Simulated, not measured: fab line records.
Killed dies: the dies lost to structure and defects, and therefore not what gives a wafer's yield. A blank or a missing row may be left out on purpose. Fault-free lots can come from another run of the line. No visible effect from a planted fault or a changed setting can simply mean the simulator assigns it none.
2 desks, one fault | flow berkeleyCmos170 | numbers are kept per desk, each desk with only its own; the story behind them comes last

METROLOGY DESK
Lot by lot, what the gauges showed, no matter which tool ran the lot: averages of those sampled wafers that carry a number. The brackets show how far a lot's mean lies from the usual mean; more than 4 standard deviations puts the lot out of limits, marked OUT.
Columns: A = cdNm at UCB170_M2_CD_MEAS_90, usual 701.4 nm; B = V2_TEOS_THK at UCB170_V2_THK_MEAS_01, usual 2005 nm
lot  | first seen here | A     | B
L660 | day 8 05:04     | 700.3 | 1996
L659 | day 8 05:38     | 702.6 | 2009
L665 | day 8 17:34     | 702.7 | 2011
L662 | day 8 18:01     | 702.9 | 1993
L664 | day 8 19:04     | 702.7 | 2027
L667 | day 9 04:28     | 700.0 | 2011
L666 | day 9 04:35     | 698.4 | 2024
L670 | day 9 17:20     | 701.2 | 2016
L677 | day 11 11:16    | 697.9 | 2007
L680 | day 11 19:49    | 701.3 | 2003
L681 | day 11 20:42    | 702.6 | 1999
L679 | day 11 20:55    | 700.5 | 2031
Result from this desk: across the 12 lots, nothing is out of limits.

DESK OF THE TOOL OWNER: furnace-02
The tool's own readings at UCB170_NWELL_OXIDATION_01 (target thk 26.4 nm, ox time 1260 s): means of the sampled wafers that have a number, for each lot that ran on this tool. The brackets show how far a lot's mean lies from the usual mean; more than 4 standard deviations puts the lot out of limits, marked OUT.
Columns: A = oxTempC at UCB170_NWELL_OXIDATION_01, usual 1000.1 C; B = oxTempCMax at UCB170_NWELL_OXIDATION_01, usual 1004.4; C = tubeCenterTempC at UCB170_NWELL_OXIDATION_01, usual 1000 C
lot  | first seen here | A      | B      | C
L659 | day 2 05:44     | 1000.2 | 1005.0 | 1000
L660 | day 2 05:44     | 1000.7 | 1004.4 | 1000
L662 | day 2 20:07     | 1000.1 | 1004.5 | 1000
L665 | day 3 02:13     | 1000.2 | 1004.6 | 1000
L679 | day 6 01:38     | 1000.6 | 1004.9 | 1000
Result from this desk: across the 5 lots, nothing is out of limits.

BROUGHT TOGETHER
Metrology desk: nothing out of limits seen.
The desk of the tool owner found nothing out of limits.

WHAT WAS PUT IN BY THE SIMULATOR
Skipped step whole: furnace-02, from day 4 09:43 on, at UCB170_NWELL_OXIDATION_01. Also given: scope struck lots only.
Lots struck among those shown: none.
